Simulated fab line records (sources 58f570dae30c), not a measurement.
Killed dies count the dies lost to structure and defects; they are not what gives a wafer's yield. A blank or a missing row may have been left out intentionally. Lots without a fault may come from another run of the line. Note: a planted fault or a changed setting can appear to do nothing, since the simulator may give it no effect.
A struck lot beside a sound one | flow berkeley-cmos170 | 14 out of 331 route steps
Sound: these wafers, L118.4, L118.5, L118.6. The struck wafers were L126.1, L126.2, L126.6. The cause is named last.
Each step with rows lists, per side, the tool, then ch with its chambers, then its first start. Under that, the readings that differ: sound wafers | struck wafers | difference of the means | sigmas: that difference in standard deviations of wafers without a fault.
alike: readings whose means differ by less than 2 such deviations, and words and numbers that are the same on both sides. not compared: withheld readings, readings that some wafer has no value for, bounds like >300 that may hide the same value, and numbers for which the record gives no deviation and whose values overlap.
The two part at a step that has a row with sigmas, a row that says differs or no value, or rows on one side only. Numbers that don't overlap but have no deviation are shown without sigmas and don't part them. A reading that every wafer of one side lacks parts them only if that side has two wafers or more.

UCB170_V2_ETCH_14: etches SiO2 in CHF3/CF4/Ar, stops on Al, target depth 1250 nm, time 291 s.
  sound on rie-diel-03 ch 0,3, day 9 02:06; struck on rie-diel-03 ch 0,2, day 10 19:26
  alike: drypump-motor-current-A, oes-product-au, throttle-valve-pct
  not compared: rf-hours-counter-h
UCB170_V2_STRIP_15: strips in O2.
  sound on plasma-asher-01 ch 0,1, day 9 02:19; struck on plasma-asher-01 ch 0,1, day 10 19:37
  alike: drypump-motor-current-A, oes-product-au, strip-time-to-endpoint-s
  not compared: rf-hours-counter-h
UCB170_V2_CD_MEAS_90 targets a cd of 700 nm.
  struck on cd-sem-02, day 10 19:43; sound on cd-sem-01, day 9 02:29
  alike: cd-nm
then, 1 step without rows for these wafers: UCB170_M3_PRE_CLEAN_00 (preclean etch time 60 s).
UCB170_M3_SPUTTER_01: material Al, target thk 900 nm, time 120 s.
  struck on pvd-sputter-02, day 10 19:54; sound on pvd-sputter-01, day 9 02:37
  alike: throttle-valve-pct
UCB170_M3_RS_MEAS_02: measurement is done with a four-point probe.
  struck on film-metro-03, day 10 19:59; sound on film-metro-02, day 9 02:45
  alike: M3_AL_RS
UCB170_M3_THK_MEAS_03: measures by xrf.
  struck on film-metro-03, day 10 20:07; sound on film-metro-02, day 9 02:50
  alike: M3_AL_THK
then, 3 steps without rows for these wafers: UCB170_M3_HMDS_04 (prime time 60 s); UCB170_M3_COAT_05 (resist thk 900 nm); UCB170_M3_SOFTBAKE_06 (time 60 s).
UCB170_M3_STRIP_07: strips in O2.
  sound on plasma-asher-02 ch 0,1, day 9 03:21; struck on plasma-asher-04 ch 0,1, day 10 20:37
  reading                     | sound       | struck      | difference | sigmas
  drypump-motor-current-A (A) | 6.7 6.7 6.1 | 5.3 5.4 5.3 | -1.2       | -2
  alike: oes-product-au, strip-time-to-endpoint-s
  not compared: rf-hours-counter-h
then, 1 step without rows for these wafers: UCB170_M3_STRIP_08 (strips KrF in DMSO, time 600 s).
UCB170_M3_COAT_09:
  sound on litho-track-02 ch 0, day 9 04:07; struck on litho-track-02 ch 0, day 10 20:55
  reading              | sound                | struck               | difference | sigmas
  spin-speed-rpm (rpm) | 3001.8 3001.3 3001.0 | 3107.1 3107.2 3107.6 | +105.9     | +53
then, 1 step without rows for these wafers: UCB170_M3_COAT_10 (resist thk 900 nm).

WHERE THEY PART
At UCB170_M3_STRIP_07 first; at UCB170_M3_COAT_09 last (within this record only).

WHY: what had been put in by the simulator
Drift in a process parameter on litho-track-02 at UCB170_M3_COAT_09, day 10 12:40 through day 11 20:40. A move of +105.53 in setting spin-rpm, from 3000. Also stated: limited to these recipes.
